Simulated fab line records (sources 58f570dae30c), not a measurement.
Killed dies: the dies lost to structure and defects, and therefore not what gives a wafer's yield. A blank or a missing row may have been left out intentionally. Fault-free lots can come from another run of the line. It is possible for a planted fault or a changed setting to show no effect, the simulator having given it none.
8D (eight disciplines) problem report, filled in by code    flow berkeley cmos170    the parts of the form that need people (team, actions taken, sign-off) are left out

1. THE ISSUE
At UCB170_M1_METAL_ETCH_12, bias w averages 112.3 W over 6 wafers from 2 lots, while fault-free wafers read 119.9 W, standard deviation 0.35. That puts it -22 standard deviations away from the usual mean.
The step: etches Al in Cl2/BCl3, stops on PSG, target depth 780 nm, time 130 s.
First observed at day 10 05:13: wafer L993.3, on rie metal-03. At this step, 42 wafers from 14 lots have a number in the record. Rule for "out", or "out of limits": more than 4 standard deviations from the usual mean. Any other wafer with a number is counted as sound.

2. WHAT IT IS, WHAT IT ISN'T
question                     is                      is not
which readings at this step  bias w                  drypump motor current A, rf fwd power W, throttle valve pct
which lots                   L993, L995              L100, L102, L103, L106, L107, L108, L985, L987, L988, L990, L998, L999
which wafers of those lots   all that have a number  -
read on which tools          rie metal-03            rie metal-01, rie metal-04
when                         from day 10 05:13       up to then (12 sound wafers); but 24 sound wafers of L100, L102, L103, L106, L107, L108, L998, L999 came after

3. SUSPECTS, AND WHAT RULES EACH OUT
Counting: a tool at any process step up to the reading remains a suspect when it ran all the lots that are out and ran no sound lot after the first of those.
- rtp anneal-02 at UCB170_SDANNEAL_RTA_00 (time 10 s): ruled out as a lasting fault. Following L993 (day 9 21:56), the first lot on it that is out, the sound lots L998, L999, L100, L103, L106 were run on it.
- rie metal-03 at UCB170_M1_METAL_ETCH_12 (etches Al in Cl2/BCl3, stops on PSG, target depth 780 nm, time 130 s): ruled out as a lasting fault. Following L993 (day 10 05:13), the first lot on it that is out, the sound lots L106 were run on it.
Left after counting: nothing in the record.

4. THE CAUSE (what the simulator had put in)
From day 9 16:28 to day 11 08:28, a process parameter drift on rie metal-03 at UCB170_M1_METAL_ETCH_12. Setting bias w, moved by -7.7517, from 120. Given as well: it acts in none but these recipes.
Counting ruled it out, wrongly.

5. SEQUENCE OF EFFECTS, ordered by route
Each row: a reading whose mean over the struck wafers that have a number lies more than 3 standard deviations from the usual. Only readings whose record carries a usual standard deviation are examined. hours: median over the lots of the time between each lot's start at the first step of this table that gives one and its start at this step. sigmas: the change, counted in usual standard deviations.
hours  step                     reading  usual    on struck wafers  change  sigmas
0      UCB170_M1_METAL_ETCH_12  bias w   119.9 W  112.3             -7.6    -22
Process steps it contains:
- UCB170_M1_METAL_ETCH_12: etches Al in Cl2/BCl3, stops on PSG, target depth 780 nm, time 130 s.

6. WHAT WOULD HAVE CAUGHT IT SOONER
The fault began at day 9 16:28; the first out-of-limits reading in this record came at day 10 05:13, 13 hours later.
